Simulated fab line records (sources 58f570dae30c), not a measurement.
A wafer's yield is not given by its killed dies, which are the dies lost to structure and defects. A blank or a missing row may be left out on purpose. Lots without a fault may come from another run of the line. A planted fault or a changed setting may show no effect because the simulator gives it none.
Split-lot study | flow berkeley_cmos170 | on a route of 331 steps: 5 lots, 23 wafers read

== THE SPLIT ==
At UCB170_M2_COAT_05 (resist thk 900 nm), the setting spin_rpm was moved away from the recipe's 1500 rpm on 8 of the 23 wafers read, by +3.5% to +4.7%. The other wafers ran this setting at the recipe's value.

The reading is taken at the split's own step.

== THE READING ==
KrF_of_M2_COAT_05.thk_nm (the simulator's own value, which no gauge read), in nm, at UCB170_M2_COAT_05 (resist thk 900 nm). No usual value for it is given in the file. Across the 15 wafers here that went through the recipe, the average is 899.0 nm and the standard deviation 2.3 nm.

wafer  | tool, chamber at the split | spin_rpm as run, rpm | against the recipe | KrF_of_M2_COAT_05.thk_nm, nm | against lot-mates on the recipe
L074.1 | litho_track-03, 0          | 1500                 | recipe             | 900.1                        | -
L074.2 | litho_track-03, 0          | 1500                 | recipe             | 902.3                        | -
L074.3 | litho_track-03, 0          | 1571                 | +4.7%              | 883.1                        | -18.1
L074.5 | litho_track-03, 0          | 1571                 | +4.7%              | 882.4                        | -18.8
L074.6 | litho_track-03, 0          | 1571                 | +4.7%              | 880.3                        | -20.9
L078.1 | litho_track-03, 0          | 1556                 | +3.7%              | 880.5                        | -18.3
L078.2 | litho_track-03, 0          | 1556                 | +3.7%              | 881.5                        | -17.3
L078.3 | litho_track-03, 0          | 1500                 | recipe             | 898.4                        | -
L078.4 | litho_track-03, 0          | 1556                 | +3.7%              | 880.9                        | -17.9
L078.6 | litho_track-03, 0          | 1500                 | recipe             | 899.2                        | -
L079.1 | litho_track-03, 0          | 1500                 | recipe             | 895.1                        | -
L079.2 | litho_track-03, 0          | 1500                 | recipe             | 896.7                        | -
L079.3 | litho_track-03, 0          | 1500                 | recipe             | 899.2                        | -
L079.4 | litho_track-03, 0          | 1500                 | recipe             | 895.9                        | -
L079.6 | litho_track-03, 0          | 1500                 | recipe             | 899                          | -
L081.1 | litho_track-03, 0          | 1500                 | recipe             | 897.3                        | -
L081.2 | litho_track-03, 0          | 1500                 | recipe             | 901.5                        | -
L081.3 | litho_track-03, 0          | 1552                 | +3.5%              | 883                          | -15.1
L081.4 | litho_track-03, 0          | 1552                 | +3.5%              | 883                          | -15.1
L081.6 | litho_track-03, 0          | 1500                 | recipe             | 895.6                        | -
L082.3 | litho_track-03, 0          | 1500                 | recipe             | 901.3                        | -
L082.5 | litho_track-03, 0          | 1500                 | recipe             | 901.3                        | -
L082.4 | litho_track-03, 0          | 1500                 | recipe             | 901.7                        | -

FIT RESULTS
A straight line over all 23 wafers: KrF_of_M2_COAT_05.thk_nm changes by -4.13 nm for each +1% of spin_rpm; r = -0.96; the points scatter about the line by 2.5 nm.
The same after taking each lot's own level away (the mean of its wafers on the recipe; 23 wafers): -4.33 nm for each +1%; r = -0.98; scatter 1.6 nm.
On that fit, the largest move of spin_rpm shifts the reading by 20 nm.
Across the lots, their own levels run from 897.18 to 901.43 nm, a range of 1.8 times the standard deviation given above.
So the lot-to-lot level changes the slope little: the two slopes agree.
Check: for one of the wafers moved furthest among these (+4.7%), held out of the fit, the line's prediction against its lot-mates is -21.1 nm. Against them it came out at -18.1 nm.

== THE OTHER SPLITS THESE WAFERS WENT THROUGH ==
Note: prior to the reading, these wafers also went through further splits. Each is held against what the fit with the lots' levels taken away leaves over:
other split on the same wafers    | wafers away from the commonest value | r with KrF_of_M2_COAT_05.thk_nm (lot level and that fit taken away)
UCB170_SILICIDE_SPUTTER_01 time_s | 8                                    | +0.01
UCB170_M1_SPUTTER_00 time_s       | 8                                    | -0.03
UCB170_M1_EXPOSE_06 dose_mj       | 5                                    | -0.03

== THE WHOLE CHAIN: every reading that the file lists as answering this split, in the file's order ==
step               | what it does      | reading                                                                   | change (the file's fit)              | r (the file's)
UCB170_M2_COAT_05  | resist thk 900 nm | KrF_of_M2_COAT_05.thk_nm (the simulator's own value, which no gauge read) | -4.35 nm for each +1% of the setting | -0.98
UCB170_M2_STRIP_07 | strips in O2      | strip_time_to_endpoint_s                                                  | withheld for each +1% of the setting | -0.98

== THE FILE'S OWN FIT ==
KrF_of_M2_COAT_05.thk_nm changes by -4.35 nm for each +1% of spin_rpm, r = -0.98.
